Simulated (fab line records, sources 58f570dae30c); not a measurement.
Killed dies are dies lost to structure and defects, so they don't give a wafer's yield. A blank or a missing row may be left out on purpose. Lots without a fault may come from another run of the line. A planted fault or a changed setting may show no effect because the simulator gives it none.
Split-lot experiment | flow berkeley_cmos170 | 5 lots, 23 wafers read, on a route of 331 steps

THE SPLIT
At UCB170_M2_EXPOSE_12 (exposes mask METAL2, target cd 700 nm), the setting dose_mj was moved away from the recipe's 26 on 12 of the 23 wafers read, by -6.8% to +4.6%. The other wafers ran this setting at the recipe's value.

FROM THE SPLIT TO THE READING: what the file shows between them, 2 steps
- UCB170_M2_PEB_13
- UCB170_M2_DEVELOP_14: develop time 45 s

THE READING
cd_nm, in nm, at UCB170_M2_CD_MEAS_15 (target cd 700 nm). Fault-free wafers of this fab line usually give 700.2 nm, standard deviation 1.4 nm.

wafer  | tool, chamber at the split | dose_mj as run | against the recipe | cd_nm, nm | against lot-mates on the recipe
L077.3 | krf_scanner-01, 0          | 26             | recipe             | 700.2     | -
L077.4 | krf_scanner-01, 0          | 26             | recipe             | 699.3     | -
L077.6 | krf_scanner-01, 0          | 26             | recipe             | 701.4     | -
L074.1 | krf_scanner-01, 0          | 26             | recipe             | 703.4     | -
L074.2 | krf_scanner-01, 0          | 24.29          | -6.6%              | 714.5     | +12.0
L074.3 | krf_scanner-01, 0          | 26             | recipe             | 701.6     | -
L074.5 | krf_scanner-01, 0          | 24.29          | -6.6%              | 713.8     | +11.3
L074.6 | krf_scanner-01, 0          | 24.29          | -6.6%              | 715.7     | +13.2
L078.1 | krf_scanner-02, 0          | 27.19          | +4.6%              | 691.7     | -8.5
L078.2 | krf_scanner-02, 0          | 26             | recipe             | 699.7     | -
L078.3 | krf_scanner-02, 0          | 26             | recipe             | 700.6     | -
L078.4 | krf_scanner-02, 0          | 27.19          | +4.6%              | 692.3     | -7.9
L078.5 | krf_scanner-02, 0          | 27.19          | +4.6%              | 692.7     | -7.5
L080.1 | krf_scanner-01, 0          | 24.53          | -5.7%              | 708.6     | +10.3
L080.2 | krf_scanner-01, 0          | 24.53          | -5.7%              | 710.2     | +11.9
L080.4 | krf_scanner-01, 0          | 24.53          | -5.7%              | 709.1     | +10.8
L080.5 | krf_scanner-01, 0          | 26             | recipe             | 698.3     | -
L080.6 | krf_scanner-01, 0          | 26             | recipe             | 698.4     | -
L085.1 | krf_scanner-02, 0          | 26             | recipe             | 700.4     | -
L085.2 | krf_scanner-02, 0          | 24.24          | -6.8%              | 713.1     | +13.3
L085.3 | krf_scanner-02, 0          | 24.24          | -6.8%              | 712.9     | +13.1
L085.4 | krf_scanner-02, 0          | 26             | recipe             | 699.2     | -
L085.6 | krf_scanner-02, 0          | 24.24          | -6.8%              | 713.2     | +13.4

THE FIT
A straight line over all 23 wafers: cd_nm changes by -1.88 nm for each +1% of dose_mj; r = -0.98; the points scatter about the line by 1.5 nm.
The same after taking each lot's own level away (the mean of its wafers on the recipe; 23 wafers): -1.87 nm for each +1%; r = -1.00; scatter 0.71 nm.
On that fit, the largest move of dose_mj shifts the reading by 13 nm.
The lots' own levels span 698.35 to 702.50 nm, that is 3.0 times the standard deviation above.
So the lot-to-lot level changes the slope little: the two slopes agree.
Check: with one of the wafers moved furthest among these (-6.8%) left out of the fit, the line predicts +12.8 nm for it against its lot-mates. It came out at +13.3 nm against them.

OTHER SPLITS ON THESE WAFERS
These wafers also went through other splits before the reading. Each is held against what the fit with the lots' levels taken away leaves over:
other split on the same wafers           | wafers away from the commonest value | r with cd_nm (lot level and that fit taken away)
UCB170_BACKSIDE_COAT_01 resist_thk_nm    | 11                                   | -0.01
UCB170_SDANNEAL_RTA_01 time_s            | 11                                   | -0.11
UCB170_CONTACT_CVD_01 sih4_flow_sccm     | 18                                   | -0.09
UCB170_M1_SPUTTER_00 chamber_pressure_pa | 15                                   | +0.12
UCB170_V1_CMP_02 leave_above_ref_nm      | 7                                    | -0.12
UCB170_M2_SPUTTER_01 time_s              | 6                                    | -0.46

THE WHOLE CHAIN: every reading that the file lists as answering this split, in the file's order
step                 | what it does         | reading                                                   | change (the file's fit)              | r (the file's)
UCB170_M2_CD_MEAS_15 | target cd 700 nm     | cd_nm                                                     | -1.89 nm for each +1% of the setting | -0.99
UCB170_M2_ETCH_17    | etches BARC in N2/H2 | M2.cd_nm (the simulator's own value, which no gauge read) | -1.85 nm for each +1% of the setting | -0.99

THE FILE'S OWN FIT
cd_nm changes by -1.89 nm for each +1% of dose_mj, r = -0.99.
